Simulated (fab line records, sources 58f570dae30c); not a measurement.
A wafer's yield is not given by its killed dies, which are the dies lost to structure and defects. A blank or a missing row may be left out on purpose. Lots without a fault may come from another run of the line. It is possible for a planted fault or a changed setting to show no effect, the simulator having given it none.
fab line records / flow berkeley-cmos170
[record] lots = 14 wafers = 42 last-day = 12
route steps=331 shown ZERO@13 NWELL@32 V2@305 M3@324
lots with no fault: from the same line, run without faults
start-h: start of the lot's first displayed wafer, in hours after the record's first day / wait-h: time in hours since the lot's previous step / " unchanged from the row above / L1.1+2: a row that stands for several wafers / - no value, or no start given / * or withheld: withheld / < > ~ a bound
route shown NAME@n: names a module that has steps shown in the file, with the first one's number in the route / usual: the fault-free wafers' mean and standard deviation / same: alike in all rows / chamber/n: place in a boat / sites: per-site readings / _std_site: standard deviation across them / _edge_site: inner sites' mean taken away from outer sites' mean / radius-mm: how far each site lies from the wafer's centre / mask NAME#n: copy n / behind: the last tool/chamber to shape the wafer / hold: the reason the lot was held/the length of the hold in hours/how it ended / device: which transistor (n, p or np) failed to switch / end of line: the tests these same wafers got at the end of their route / a step with no rows: only its recipe / killed: the dies lost at the first sort to structure and to defects; this is not the yield of the wafer / map: per-die view of a wafer (x killed, . not killed, _ where there is no die)
set.NAME: the run value of the setting; set.NAME@STEP: its run value at that earlier step / model.NAME: the simulator's own value behind a step, which no gauge read
a sample of lots followed through the steps of the route, with each step as a table and each wafer as a row
services: the hour from which a tool's chamber was out of use, counted from the record's first day as start-h (under 0 if before that day), plus the number of hours and why
[[steps]]
[step UCB170_ZERO_STRIP_07]
[recipe] chemistry = O2 power-w = 400 pressure-mtorr = 3500 platen-temp-c = withheld o2-flow-sccm = 400 overash-fraction = 0.5
[usual] chamber-pressure-mTorr = 3501/8.1 drypump-motor-current-A = 5.7/0.63 oes-product-au = 0.728/0.0042 strip-time-to-endpoint-s = 21.49/0.052
lot.wafer=L199.1 tool=plasma-asher-04 chamber=1 start-h=25.76 wait-h=0.0 chamber-pressure-mTorr=3500 drypump-motor-current-A=5.7 oes-product-au=0.729 rf-hours-counter-h=32 strip-time-to-endpoint-s=21.43
lot.wafer=L199.2 tool=plasma-asher-04 chamber=0 start-h=25.76 wait-h=0.0 chamber-pressure-mTorr=3502 drypump-motor-current-A=6.7 oes-product-au=0.730 rf-hours-counter-h=32 strip-time-to-endpoint-s=21.56
lot.wafer=L199.6 tool=plasma-asher-04 chamber=1 start-h=25.76 wait-h=0.0 chamber-pressure-mTorr=3503 drypump-motor-current-A=5.7 oes-product-au=0.728 rf-hours-counter-h=- strip-time-to-endpoint-s=21.49
lot.wafer=L201.1 tool=plasma-asher-04 chamber=0 start-h=35.03 wait-h=0.0 chamber-pressure-mTorr=3503 drypump-motor-current-A=6.7 oes-product-au=0.729 rf-hours-counter-h=33 strip-time-to-endpoint-s=21.57
lot.wafer=L201.3 tool=plasma-asher-04 chamber=0 start-h=35.03 wait-h=0.0 chamber-pressure-mTorr=3497 drypump-motor-current-A=6.7 oes-product-au=0.722 rf-hours-counter-h=- strip-time-to-endpoint-s=21.52
lot.wafer=L201.5 tool=plasma-asher-04 chamber=1 start-h=35.03 wait-h=0.0 chamber-pressure-mTorr=3495 drypump-motor-current-A=5.7 oes-product-au=0.729 rf-hours-counter-h=- strip-time-to-endpoint-s=21.57
lot.wafer=L202.1 tool=plasma-asher-01 chamber=0 start-h=41.40 wait-h=0.0 chamber-pressure-mTorr=3507 drypump-motor-current-A=5.0 oes-product-au=0.730 rf-hours-counter-h=37 strip-time-to-endpoint-s=21.52
lot.wafer=L202.2 tool=plasma-asher-01 chamber=1 start-h=41.40 wait-h=0.0 chamber-pressure-mTorr=3501 drypump-motor-current-A=5.6 oes-product-au=0.721 rf-hours-counter-h=37 strip-time-to-endpoint-s=21.40
lot.wafer=L202.6 tool=plasma-asher-01 chamber=0 start-h=41.40 wait-h=0.0 chamber-pressure-mTorr=3502 drypump-motor-current-A=5.0 oes-product-au=0.727 rf-hours-counter-h=- strip-time-to-endpoint-s=21.50
lot.wafer=L203.1 tool=plasma-asher-04 chamber=0 start-h=45.78 wait-h=0.0 chamber-pressure-mTorr=3501 drypump-motor-current-A=6.7 oes-product-au=0.733 rf-hours-counter-h=34 strip-time-to-endpoint-s=21.49
lot.wafer=L203.5 tool=plasma-asher-04 chamber=1 start-h=45.78 wait-h=0.0 chamber-pressure-mTorr=3501 drypump-motor-current-A=5.7 oes-product-au=0.729 rf-hours-counter-h=- strip-time-to-endpoint-s=21.45
lot.wafer=L203.6 tool=plasma-asher-04 chamber=0 start-h=45.78 wait-h=0.0 chamber-pressure-mTorr=3501 drypump-motor-current-A=6.7 oes-product-au=0.727 rf-hours-counter-h=- strip-time-to-endpoint-s=21.48
lot.wafer=L204.2 tool=plasma-asher-03 chamber=0 start-h=51.83 wait-h=0.0 chamber-pressure-mTorr=3498 drypump-motor-current-A=6.1 oes-product-au=0.723 rf-hours-counter-h=32 strip-time-to-endpoint-s=21.51
lot.wafer=L204.5 tool=plasma-asher-03 chamber=1 start-h=51.83 wait-h=0.0 chamber-pressure-mTorr=3498 drypump-motor-current-A=4.9 oes-product-au=0.721 rf-hours-counter-h=- strip-time-to-endpoint-s=21.39
lot.wafer=L204.6 tool=plasma-asher-03 chamber=0 start-h=51.83 wait-h=0.0 chamber-pressure-mTorr=3494 drypump-motor-current-A=6.1 oes-product-au=0.726 rf-hours-counter-h=- strip-time-to-endpoint-s=21.35
lot.wafer=L206.1 tool=plasma-asher-01 chamber=0 start-h=61.93 wait-h=0.0 chamber-pressure-mTorr=3501 drypump-motor-current-A=5.0 oes-product-au=0.728 rf-hours-counter-h=39 strip-time-to-endpoint-s=21.44
lot.wafer=L206.4 tool=plasma-asher-01 chamber=1 start-h=61.93 wait-h=0.0 chamber-pressure-mTorr=3502 drypump-motor-current-A=5.5 oes-product-au=0.727 rf-hours-counter-h=- strip-time-to-endpoint-s=21.50
lot.wafer=L206.5 tool=plasma-asher-01 chamber=0 start-h=61.93 wait-h=0.0 chamber-pressure-mTorr=3504 drypump-motor-current-A=5.0 oes-product-au=0.730 rf-hours-counter-h=- strip-time-to-endpoint-s=21.42
lot.wafer=L207.1 tool=plasma-asher-04 chamber=0 start-h=68.28 wait-h=0.0 chamber-pressure-mTorr=3494 drypump-motor-current-A=6.7 oes-product-au=0.729 rf-hours-counter-h=36 strip-time-to-endpoint-s=21.49
lot.wafer=L207.3 tool=plasma-asher-04 chamber=0 start-h=68.28 wait-h=0.0 chamber-pressure-mTorr=3504 drypump-motor-current-A=6.7 oes-product-au=0.722 rf-hours-counter-h=- strip-time-to-endpoint-s=21.45
lot.wafer=L207.5 tool=plasma-asher-04 chamber=1 start-h=68.28 wait-h=0.0 chamber-pressure-mTorr=3501 drypump-motor-current-A=5.7 oes-product-au=0.725 rf-hours-counter-h=- strip-time-to-endpoint-s=21.53
lot.wafer=L208.1 tool=plasma-asher-03 chamber=0 start-h=68.55 wait-h=0.0 chamber-pressure-mTorr=3501 drypump-motor-current-A=6.1 oes-product-au=0.733 rf-hours-counter-h=34 strip-time-to-endpoint-s=21.48
lot.wafer=L208.4 tool=plasma-asher-03 chamber=1 start-h=68.55 wait-h=0.0 chamber-pressure-mTorr=3500 drypump-motor-current-A=4.9 oes-product-au=0.724 rf-hours-counter-h=- strip-time-to-endpoint-s=21.48
lot.wafer=L208.6 tool=plasma-asher-03 chamber=0 start-h=68.55 wait-h=0.0 chamber-pressure-mTorr=3501 drypump-motor-current-A=6.1 oes-product-au=0.727 rf-hours-counter-h=- strip-time-to-endpoint-s=21.49
lot.wafer=L209.1 tool=plasma-asher-03 chamber=0 start-h=77.21 wait-h=0.0 chamber-pressure-mTorr=3498 drypump-motor-current-A=6.0 oes-product-au=0.721 rf-hours-counter-h=35 strip-time-to-endpoint-s=21.47
lot.wafer=L209.3 tool=plasma-asher-03 chamber=1 start-h=77.21 wait-h=0.0 chamber-pressure-mTorr=3503 drypump-motor-current-A=4.9 oes-product-au=0.729 rf-hours-counter-h=- strip-time-to-endpoint-s=21.56
lot.wafer=L209.6 tool=plasma-asher-03 chamber=0 start-h=77.21 wait-h=0.0 chamber-pressure-mTorr=3499 drypump-motor-current-A=6.1 oes-product-au=0.726 rf-hours-counter-h=- strip-time-to-endpoint-s=21.47
lot.wafer=L211.2 tool=plasma-asher-01 chamber=0 start-h=85.60 wait-h=0.0 chamber-pressure-mTorr=3501 drypump-motor-current-A=5.0 oes-product-au=0.722 rf-hours-counter-h=41 strip-time-to-endpoint-s=21.47
lot.wafer=L211.3 tool=plasma-asher-01 chamber=1 start-h=85.60 wait-h=0.0 chamber-pressure-mTorr=3506 drypump-motor-current-A=5.6 oes-product-au=0.723 rf-hours-counter-h=- strip-time-to-endpoint-s=21.52
lot.wafer=L211.4 tool=plasma-asher-01 chamber=0 start-h=85.60 wait-h=0.0 chamber-pressure-mTorr=3497 drypump-motor-current-A=5.0 oes-product-au=0.731 rf-hours-counter-h=- strip-time-to-endpoint-s=21.52
lot.wafer=L212.3 tool=plasma-asher-03 chamber=1 start-h=87.00 wait-h=0.0 chamber-pressure-mTorr=3495 drypump-motor-current-A=4.9 oes-product-au=0.733 rf-hours-counter-h=- strip-time-to-endpoint-s=21.52
lot.wafer=L212.5 tool=plasma-asher-03 chamber=1 start-h=87.00 wait-h=0.0 chamber-pressure-mTorr=3497 drypump-motor-current-A=4.9 oes-product-au=0.722 rf-hours-counter-h=- strip-time-to-endpoint-s=21.49
lot.wafer=L212.6 tool=plasma-asher-03 chamber=0 start-h=87.00 wait-h=0.0 chamber-pressure-mTorr=3506 drypump-motor-current-A=6.1 oes-product-au=0.728 rf-hours-counter-h=- strip-time-to-endpoint-s=21.49
lot.wafer=L217.2 tool=plasma-asher-01 chamber=1 start-h=112.49 wait-h=0.0 chamber-pressure-mTorr=3498 drypump-motor-current-A=5.6 oes-product-au=0.722 rf-hours-counter-h=44 strip-time-to-endpoint-s=21.46
lot.wafer=L217.5 tool=plasma-asher-01 chamber=0 start-h=112.49 wait-h=0.0 chamber-pressure-mTorr=3504 drypump-motor-current-A=5.0 oes-product-au=0.733 rf-hours-counter-h=- strip-time-to-endpoint-s=21.54
lot.wafer=L217.6 tool=plasma-asher-01 chamber=1 start-h=112.49 wait-h=0.0 chamber-pressure-mTorr=3500 drypump-motor-current-A=5.6 oes-product-au=0.726 rf-hours-counter-h=- strip-time-to-endpoint-s=21.51
lot.wafer=L220.3 tool=plasma-asher-04 chamber=1 start-h=132.40 wait-h=0.0 chamber-pressure-mTorr=3501 drypump-motor-current-A=5.7 oes-product-au=0.732 rf-hours-counter-h=- strip-time-to-endpoint-s=21.47
lot.wafer=L220.5 tool=plasma-asher-04 chamber=0 start-h=132.40 wait-h=0.0 chamber-pressure-mTorr=3499 drypump-motor-current-A=6.7 oes-product-au=0.731 rf-hours-counter-h=- strip-time-to-endpoint-s=21.48
lot.wafer=L220.6 tool=plasma-asher-04 chamber=1 start-h=132.40 wait-h=0.0 chamber-pressure-mTorr=3507 drypump-motor-current-A=5.7 oes-product-au=0.726 rf-hours-counter-h=- strip-time-to-endpoint-s=21.45
lot.wafer=L221.3 tool=plasma-asher-01 chamber=0 start-h=132.68 wait-h=0.0 chamber-pressure-mTorr=3500 drypump-motor-current-A=5.0 oes-product-au=0.726 rf-hours-counter-h=- strip-time-to-endpoint-s=21.45
lot.wafer=L221.4 tool=plasma-asher-01 chamber=1 start-h=132.68 wait-h=0.0 chamber-pressure-mTorr=3497 drypump-motor-current-A=5.5 oes-product-au=0.726 rf-hours-counter-h=- strip-time-to-endpoint-s=21.54
lot.wafer=L221.5 tool=plasma-asher-01 chamber=1 start-h=132.68 wait-h=0.0 chamber-pressure-mTorr=3496 drypump-motor-current-A=5.5 oes-product-au=0.723 rf-hours-counter-h=- strip-time-to-endpoint-s=21.39
[step UCB170_NWELL_WET_ETCH_18]
[recipe] chemistry = H3PO4 target = Si3N4 temp-c = 160 time-s = 14400
[usual] bath-guard-temp-C = 159.7/0.3 bath-heat-duty-pct = 26.8/2.5
lot.wafer=L199.1 tool=wet-bench-03 chamber=2 start-h=41.00 wait-h=0.0 bath-guard-temp-C=159.8 bath-heat-duty-pct=29.4
lot.wafer=L199.2 tool=wet-bench-03 chamber=2 start-h=41.00 wait-h=0.0 bath-guard-temp-C=160.2 bath-heat-duty-pct=28.3
lot.wafer=L199.6 tool=wet-bench-03 chamber=2 start-h=41.00 wait-h=0.0 bath-guard-temp-C=160.3 bath-heat-duty-pct=28.6
lot.wafer=L201.1 tool=wet-bench-02 chamber=1 start-h=49.60 wait-h=0.0 bath-guard-temp-C=159.5 bath-heat-duty-pct=22.6
lot.wafer=L201.3 tool=wet-bench-02 chamber=1 start-h=49.60 wait-h=0.0 bath-guard-temp-C=159.2 bath-heat-duty-pct=24.5
lot.wafer=L201.5 tool=wet-bench-02 chamber=1 start-h=49.60 wait-h=0.0 bath-guard-temp-C=159.8 bath-heat-duty-pct=22.3
lot.wafer=L202.1 tool=wet-bench-04 chamber=3 start-h=56.01 wait-h=0.0 bath-guard-temp-C=159.4 bath-heat-duty-pct=26.4
lot.wafer=L202.2 tool=wet-bench-04 chamber=3 start-h=56.01 wait-h=0.0 bath-guard-temp-C=159.4 bath-heat-duty-pct=29.6
lot.wafer=L202.6 tool=wet-bench-04 chamber=3 start-h=56.01 wait-h=0.0 bath-guard-temp-C=159.3 bath-heat-duty-pct=27.7
lot.wafer=L203.1 tool=wet-bench-04 chamber=2 start-h=61.19 wait-h=0.0 bath-guard-temp-C=160.1 bath-heat-duty-pct=26.4
lot.wafer=L203.5 tool=wet-bench-04 chamber=2 start-h=61.19 wait-h=0.0 bath-guard-temp-C=159.9 bath-heat-duty-pct=26.0
lot.wafer=L203.6 tool=wet-bench-04 chamber=2 start-h=61.19 wait-h=0.0 bath-guard-temp-C=160.0 bath-heat-duty-pct=25.7
lot.wafer=L204.2 tool=wet-bench-02 chamber=1 start-h=66.58 wait-h=0.0 bath-guard-temp-C=159.5 bath-heat-duty-pct=24.6
lot.wafer=L204.5 tool=wet-bench-02 chamber=1 start-h=66.58 wait-h=0.0 bath-guard-temp-C=159.8 bath-heat-duty-pct=24.0
lot.wafer=L204.6 tool=wet-bench-02 chamber=1 start-h=66.58 wait-h=0.0 bath-guard-temp-C=159.5 bath-heat-duty-pct=22.6
lot.wafer=L206.1 tool=wet-bench-02 chamber=3 start-h=78.76 wait-h=0.0 bath-guard-temp-C=160.0 bath-heat-duty-pct=27.9
lot.wafer=L206.4 tool=wet-bench-02 chamber=3 start-h=78.76 wait-h=0.0 bath-guard-temp-C=159.7 bath-heat-duty-pct=26.2
lot.wafer=L206.5 tool=wet-bench-02 chamber=3 start-h=78.76 wait-h=0.0 bath-guard-temp-C=160.0 bath-heat-duty-pct=26.3
lot.wafer=L207.1 tool=wet-bench-02 chamber=3 start-h=83.40 wait-h=0.3 bath-guard-temp-C=159.6 bath-heat-duty-pct=26.0
lot.wafer=L207.3 tool=wet-bench-02 chamber=3 start-h=83.40 wait-h=0.3 bath-guard-temp-C=159.8 bath-heat-duty-pct=23.8
lot.wafer=L207.5 tool=wet-bench-02 chamber=3 start-h=83.40 wait-h=0.3 bath-guard-temp-C=159.5 bath-heat-duty-pct=24.1
lot.wafer=L208.1 tool=wet-bench-02 chamber=0 start-h=83.40 wait-h=0.3 bath-guard-temp-C=159.7 bath-heat-duty-pct=28.9
lot.wafer=L208.4 tool=wet-bench-02 chamber=0 start-h=83.40 wait-h=0.3 bath-guard-temp-C=160.0 bath-heat-duty-pct=30.1
lot.wafer=L208.6 tool=wet-bench-02 chamber=0 start-h=83.40 wait-h=0.3 bath-guard-temp-C=159.9 bath-heat-duty-pct=30.0
lot.wafer=L209.1 tool=wet-bench-02 chamber=0 start-h=88.54 wait-h=0.0 bath-guard-temp-C=- bath-heat-duty-pct=-
lot.wafer=L209.3 tool=wet-bench-02 chamber=0 start-h=88.54 wait-h=0.0 bath-guard-temp-C=- bath-heat-duty-pct=-
lot.wafer=L209.6 tool=wet-bench-02 chamber=0 start-h=88.54 wait-h=0.0 bath-guard-temp-C=- bath-heat-duty-pct=-
lot.wafer=L211.2 tool=wet-bench-03 chamber=2 start-h=99.28 wait-h=0.0 bath-guard-temp-C=- bath-heat-duty-pct=-
lot.wafer=L211.3 tool=wet-bench-03 chamber=2 start-h=99.28 wait-h=0.0 bath-guard-temp-C=- bath-heat-duty-pct=-
lot.wafer=L211.4 tool=wet-bench-03 chamber=2 start-h=99.28 wait-h=0.0 bath-guard-temp-C=- bath-heat-duty-pct=-
lot.wafer=L212.3 tool=wet-bench-02 chamber=3 start-h=101.31 wait-h=0.5 bath-guard-temp-C=159.7 bath-heat-duty-pct=25.1
lot.wafer=L212.5 tool=wet-bench-02 chamber=3 start-h=101.31 wait-h=0.5 bath-guard-temp-C=159.8 bath-heat-duty-pct=26.0
lot.wafer=L212.6 tool=wet-bench-02 chamber=3 start-h=101.31 wait-h=0.5 bath-guard-temp-C=159.9 bath-heat-duty-pct=27.4
lot.wafer=L217.2 tool=wet-bench-02 chamber=1 start-h=128.05 wait-h=0.0 bath-guard-temp-C=159.0 bath-heat-duty-pct=24.7
lot.wafer=L217.5 tool=wet-bench-02 chamber=1 start-h=128.05 wait-h=0.0 bath-guard-temp-C=159.2 bath-heat-duty-pct=22.0
lot.wafer=L217.6 tool=wet-bench-02 chamber=1 start-h=128.05 wait-h=0.0 bath-guard-temp-C=159.5 bath-heat-duty-pct=21.7
lot.wafer=L220.3 tool=wet-bench-02 chamber=3 start-h=143.87 wait-h=0.0 bath-guard-temp-C=160.0 bath-heat-duty-pct=26.9
lot.wafer=L220.5 tool=wet-bench-02 chamber=3 start-h=143.87 wait-h=0.0 bath-guard-temp-C=159.7 bath-heat-duty-pct=25.5
lot.wafer=L220.6 tool=wet-bench-02 chamber=3 start-h=143.87 wait-h=0.0 bath-guard-temp-C=160.1 bath-heat-duty-pct=27.2
lot.wafer=L221.3 tool=wet-bench-04 chamber=3 start-h=144.22 wait-h=0.1 bath-guard-temp-C=159.6 bath-heat-duty-pct=26.7
lot.wafer=L221.4 tool=wet-bench-04 chamber=3 start-h=144.22 wait-h=0.1 bath-guard-temp-C=159.7 bath-heat-duty-pct=26.4
lot.wafer=L221.5 tool=wet-bench-04 chamber=3 start-h=144.22 wait-h=0.1 bath-guard-temp-C=160.1 bath-heat-duty-pct=28.0
[step UCB170_V2_OVL_MEAS_13]
[usual] V2_OVL = -1/4.6
lot.wafer=L199.1 tool=overlay-02 chamber=- start-h=161.91 wait-h=0.1 V2_OVL[nm]=-2
lot.wafer=L199.2 tool=overlay-02 chamber=- start-h=161.91 wait-h=0.1 V2_OVL[nm]=0
lot.wafer=L199.6 tool=overlay-02 chamber=- start-h=161.91 wait-h=0.1 V2_OVL[nm]=-2
lot.wafer=L201.1 tool=overlay-02 chamber=- start-h=174.41 wait-h=0.1 V2_OVL[nm]=0
lot.wafer=L201.3 tool=overlay-02 chamber=- start-h=174.41 wait-h=0.1 V2_OVL[nm]=3
lot.wafer=L201.5 tool=overlay-02 chamber=- start-h=174.41 wait-h=0.1 V2_OVL[nm]=7
lot.wafer=L202.1 tool=overlay-02 chamber=- start-h=185.99 wait-h=0.1 V2_OVL[nm]=2
lot.wafer=L202.2 tool=overlay-02 chamber=- start-h=185.99 wait-h=0.1 V2_OVL[nm]=4
lot.wafer=L202.6 tool=overlay-02 chamber=- start-h=185.99 wait-h=0.1 V2_OVL[nm]=4
lot.wafer=L204.2 tool=overlay-01 chamber=- start-h=186.27 wait-h=0.1 V2_OVL[nm]=-4
lot.wafer=L204.5 tool=overlay-01 chamber=- start-h=186.27 wait-h=0.1 V2_OVL[nm]=2
lot.wafer=L204.6 tool=overlay-01 chamber=- start-h=186.27 wait-h=0.1 V2_OVL[nm]=-7
lot.wafer=L203.1 tool=overlay-01 chamber=- start-h=186.58 wait-h=0.1 V2_OVL[nm]=-4
lot.wafer=L203.5 tool=overlay-01 chamber=- start-h=186.58 wait-h=0.1 V2_OVL[nm]=-10
lot.wafer=L203.6 tool=overlay-01 chamber=- start-h=186.58 wait-h=0.1 V2_OVL[nm]=-1
lot.wafer=L206.1 tool=overlay-02 chamber=- start-h=210.31 wait-h=0.1 V2_OVL[nm]=-6
lot.wafer=L206.4 tool=overlay-02 chamber=- start-h=210.31 wait-h=0.1 V2_OVL[nm]=-3
lot.wafer=L206.5 tool=overlay-02 chamber=- start-h=210.31 wait-h=0.1 V2_OVL[nm]=1
lot.wafer=L208.1 tool=overlay-01 chamber=- start-h=220.07 wait-h=0.1 V2_OVL[nm]=0
lot.wafer=L208.4 tool=overlay-01 chamber=- start-h=220.07 wait-h=0.1 V2_OVL[nm]=-3
lot.wafer=L208.6 tool=overlay-01 chamber=- start-h=220.07 wait-h=0.1 V2_OVL[nm]=-3
lot.wafer=L207.1 tool=overlay-01 chamber=- start-h=220.32 wait-h=0.1 V2_OVL[nm]=-3
lot.wafer=L207.3 tool=overlay-01 chamber=- start-h=220.32 wait-h=0.1 V2_OVL[nm]=-7
lot.wafer=L207.5 tool=overlay-01 chamber=- start-h=220.32 wait-h=0.1 V2_OVL[nm]=-2
lot.wafer=L212.3 tool=overlay-01 chamber=- start-h=232.49 wait-h=0.1 V2_OVL[nm]=4
lot.wafer=L212.5 tool=overlay-01 chamber=- start-h=232.49 wait-h=0.1 V2_OVL[nm]=11
lot.wafer=L212.6 tool=overlay-01 chamber=- start-h=232.49 wait-h=0.1 V2_OVL[nm]=-1
lot.wafer=L217.2 tool=overlay-01 chamber=- start-h=260.04 wait-h=0.1 V2_OVL[nm]=-9
lot.wafer=L217.5 tool=overlay-01 chamber=- start-h=260.04 wait-h=0.1 V2_OVL[nm]=1
lot.wafer=L217.6 tool=overlay-01 chamber=- start-h=260.04 wait-h=0.1 V2_OVL[nm]=-6
lot.wafer=L221.3 tool=overlay-01 chamber=- start-h=274.66 wait-h=0.1 V2_OVL[nm]=2
lot.wafer=L221.4 tool=overlay-01 chamber=- start-h=274.66 wait-h=0.1 V2_OVL[nm]=3
lot.wafer=L221.5 tool=overlay-01 chamber=- start-h=274.66 wait-h=0.1 V2_OVL[nm]=4
lot.wafer=L220.3 tool=overlay-01 chamber=- start-h=274.89 wait-h=0.1 V2_OVL[nm]=-3
lot.wafer=L220.5 tool=overlay-01 chamber=- start-h=274.89 wait-h=0.1 V2_OVL[nm]=-3
lot.wafer=L220.6 tool=overlay-01 chamber=- start-h=274.89 wait-h=0.1 V2_OVL[nm]=-7
[step UCB170_M3_CD_MEAS_15]
[recipe] target-cd-nm = 700
[usual] cd-nm = 699.7/1.4
lot.wafer=L199.1 tool=cd-sem-01 chamber=- start-h=164.37 wait-h=- cd-nm=697.0
lot.wafer=L199.2 tool=cd-sem-01 chamber=- start-h=164.37 wait-h=- cd-nm=698.1
lot.wafer=L199.6 tool=cd-sem-01 chamber=- start-h=164.37 wait-h=- cd-nm=698.7
lot.wafer=L201.1 tool=cd-sem-01 chamber=- start-h=177.19 wait-h=- cd-nm=701.2
lot.wafer=L201.3 tool=cd-sem-01 chamber=- start-h=177.19 wait-h=- cd-nm=699.7
lot.wafer=L201.5 tool=cd-sem-01 chamber=- start-h=177.19 wait-h=- cd-nm=700.8
lot.wafer=L202.1 tool=cd-sem-01 chamber=- start-h=188.97 wait-h=- cd-nm=702.5
lot.wafer=L202.2 tool=cd-sem-01 chamber=- start-h=188.97 wait-h=- cd-nm=703.3
lot.wafer=L202.6 tool=cd-sem-01 chamber=- start-h=188.97 wait-h=- cd-nm=700.8
lot.wafer=L204.2 tool=cd-sem-01 chamber=- start-h=189.54 wait-h=- cd-nm=697.6
lot.wafer=L204.5 tool=cd-sem-01 chamber=- start-h=189.54 wait-h=- cd-nm=699.6
lot.wafer=L204.6 tool=cd-sem-01 chamber=- start-h=189.54 wait-h=- cd-nm=698.4
lot.wafer=L203.1 tool=cd-sem-01 chamber=- start-h=189.65 wait-h=- cd-nm=697.2
lot.wafer=L203.5 tool=cd-sem-01 chamber=- start-h=189.65 wait-h=- cd-nm=697.7
lot.wafer=L203.6 tool=cd-sem-01 chamber=- start-h=189.65 wait-h=- cd-nm=698.2
lot.wafer=L206.1 tool=cd-sem-02 chamber=- start-h=212.97 wait-h=- cd-nm=699.4
lot.wafer=L206.4 tool=cd-sem-02 chamber=- start-h=212.97 wait-h=- cd-nm=699.3
lot.wafer=L206.5 tool=cd-sem-02 chamber=- start-h=212.97 wait-h=- cd-nm=697.9
lot.wafer=L208.1 tool=cd-sem-02 chamber=- start-h=222.88 wait-h=- cd-nm=700.6
lot.wafer=L208.4 tool=cd-sem-02 chamber=- start-h=222.88 wait-h=- cd-nm=700.7
lot.wafer=L208.6 tool=cd-sem-02 chamber=- start-h=222.88 wait-h=- cd-nm=698.8
lot.wafer=L207.1 tool=cd-sem-02 chamber=- start-h=223.16 wait-h=- cd-nm=699.1
lot.wafer=L207.3 tool=cd-sem-02 chamber=- start-h=223.16 wait-h=- cd-nm=697.9
lot.wafer=L207.5 tool=cd-sem-02 chamber=- start-h=223.16 wait-h=- cd-nm=698.6
lot.wafer=L212.3 tool=cd-sem-02 chamber=- start-h=235.09 wait-h=- cd-nm=699.4
lot.wafer=L212.5 tool=cd-sem-02 chamber=- start-h=235.09 wait-h=- cd-nm=698.7
lot.wafer=L212.6 tool=cd-sem-02 chamber=- start-h=235.09 wait-h=- cd-nm=699.3
lot.wafer=L217.2 tool=cd-sem-02 chamber=- start-h=262.95 wait-h=- cd-nm=698.6
lot.wafer=L217.5 tool=cd-sem-02 chamber=- start-h=262.95 wait-h=- cd-nm=698.4
lot.wafer=L217.6 tool=cd-sem-02 chamber=- start-h=262.95 wait-h=- cd-nm=697.8
lot.wafer=L221.3 tool=cd-sem-02 chamber=- start-h=277.76 wait-h=- cd-nm=700.3
lot.wafer=L221.4 tool=cd-sem-02 chamber=- start-h=277.76 wait-h=- cd-nm=699.4
lot.wafer=L221.5 tool=cd-sem-02 chamber=- start-h=277.76 wait-h=- cd-nm=700.6
lot.wafer=L220.3 tool=cd-sem-01 chamber=- start-h=278.04 wait-h=- cd-nm=701.1
lot.wafer=L220.5 tool=cd-sem-01 chamber=- start-h=278.04 wait-h=- cd-nm=699.3
lot.wafer=L220.6 tool=cd-sem-01 chamber=- start-h=278.04 wait-h=- cd-nm=699.9
[[services]]
tool=plasma-asher-04 chamber=- start-h=38.35 hours=2.8 kind=pm
tool=plasma-asher-01 chamber=- start-h=56.36 hours=1.4 kind=repair
tool=wet-bench-04 chamber=- start-h=100.91 hours=4.4 kind=pm
tool=plasma-asher-03 chamber=- start-h=108.75 hours=9.0 kind=pm
tool=plasma-asher-03 chamber=0 start-h=108.75 hours=9.0 kind=vent-cycle
tool=plasma-asher-03 chamber=1 start-h=108.75 hours=9.0 kind=vent-cycle
tool=plasma-asher-03 chamber=0 start-h=117.75 hours=- kind=clean
tool=plasma-asher-03 chamber=1 start-h=117.75 hours=- kind=clean
tool=plasma-asher-03 chamber=- start-h=126.91 hours=15.6 kind=pm
[[key]]
[first-sign] step = UCB170_NWELL_WET_ETCH_18 reading = tool-record direction = missing
effect none on later readings
met-at UCB170_NWELL_WET_ETCH_18
struck-lots L209,L211
later-rows-left-out L209.1,L209.3,L209.6,L211.2,L211.3,L211.4
sort-left-out L209.1,L209.3,L209.6,L211.2,L211.3,L211.4
tester-left-out L209,L211
not-acting-at UCB170_ZERO_STRIP_07,UCB170_V2_OVL_MEAS_13,UCB170_M3_CD_MEAS_15
onset-between 83.40 88.54
[fault] kind = skipped-step-whole tool = wet-bench-02,wet-bench-03 chamber = - onset-h = 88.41 steps = UCB170_NWELL_WET_ETCH_18 scope = struck-lots-only
// tester-left-out: of these lots the tester's yield and bins aren't shown, on N5 and GAA mostly nor the transistor test; their killed dies are dies lost to structure and defects alone, not to doping, threshold or leakage, so they don't give the yield
// sort-left-out: the simulated sort isn't trusted on such a fault, so these wafers' sort isn't shown, and their yield isn't known
// later-rows-left-out: the simulator's readings of these wafers behind a module that went badly wrong aren't trusted and aren't shown, but for the sort
